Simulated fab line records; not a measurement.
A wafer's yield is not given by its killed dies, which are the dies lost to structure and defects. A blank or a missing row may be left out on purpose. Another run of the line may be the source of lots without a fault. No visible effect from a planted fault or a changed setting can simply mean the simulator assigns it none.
A lot that was struck, set against a sound lot -- flow berkeley cmos170 -- 13 out of 331 route steps
Sound: wafers L824.2, L824.3, L824.5. Wafers struck: L829.1, L829.4, L829.6. Last of all comes the cause.
At each step with rows: each side's tool, then ch and its chambers, then its first start. Under that, the readings that differ: sound wafers -- struck wafers -- difference of the means -- sigmas: that difference in standard deviations of wafers without a fault.
alike: words and numbers the same on both sides, and readings whose means are apart by under 2 such deviations; not compared: readings that were withheld, readings missing a value for some wafer, numbers with overlapping values and no deviation given by the record, and bounds like >300 which may hide the same value.
Wherever a step has rows on one side only, a row that says differs or no value, or a row with sigmas, the two part there. When numbers do not overlap yet have no deviation, they are printed without sigmas and do not part them. A reading that every wafer of one side lacks parts them only if that side has two wafers or more.

UCB170_START_BOW_MEAS_00:
  sound on film metro-02 at day 4 18:01; struck on film metro-02 at day 5 19:00
  alike: INCOMING_BOW
then, 2 steps without rows for these wafers: UCB170_START_CLEAN_01 (cleans in dHF, time 60 s); UCB170_START_OXIDATION_02 (target thk 20 nm, ox time 1800 s).
UCB170_START_THK_MEAS_03:
  sound on film metro-04 at day 5 01:25; struck on film metro-03 at day 5 21:46
reading,sound,struck,difference,sigmas
START_OXIDE_THK (nm),20.7 20.4 20.5,19.8 19.6 19.9,-0.8,-2
then, 4 steps without rows for these wafers: UCB170_START_ANNEAL_04 (time 1200 s); UCB170_ZERO_HMDS_00 (prime time 60 s); UCB170_ZERO_COAT_01 (resist thk 900 nm); UCB170_ZERO_SOFTBAKE_02 (time 60 s).
UCB170_ZERO_EXPOSE_03: exposes mask PM MARKS, target cd 4000 nm.
  sound on krf scanner-02 ch 0, day 5 10:27; struck on krf scanner-02, day 6 04:16
  no value came back on the struck wafers for exposure dose mJ cm2, focus offset nm (nm); on the sound wafers exposure dose mJ cm2 reads 30.032 29.969 30.003
  alike: mask
then, 2 steps without rows for these wafers: UCB170_ZERO_PEB_04; UCB170_ZERO_DEVELOP_05 (develop time 45 s).
UCB170_ZERO_ETCH_06: etches SiO2 in CHF3/CF4/Ar, time 12 s.
  sound on rie diel-04 ch 0,3, day 5 10:50; struck on rie diel-03 ch 0,2,3, day 6 04:59
reading,sound,struck,difference,sigmas
oes product au (a.u.),0.610 0.624 0.635,0.378 0.366 0.389,-0.245,-25
  alike: drypump motor current A, throttle valve pct
  not compared: rf hours counter h
UCB170_ZERO_STRIP_07: strips in O2.
  sound on plasma asher-02 ch 0,1, day 5 10:51; struck on plasma asher-02 ch 1, day 6 05:01
  alike: drypump motor current A, oes product au, strip time to endpoint s
  not compared: rf hours counter h

WHERE THEY PART
Earliest at UCB170_START_THK_MEAS_03; latest, in this record, at UCB170_ZERO_ETCH_06. Later steps at which nothing parts them and some readings are alike: UCB170_ZERO_STRIP_07.

WHY: what the simulator had put in
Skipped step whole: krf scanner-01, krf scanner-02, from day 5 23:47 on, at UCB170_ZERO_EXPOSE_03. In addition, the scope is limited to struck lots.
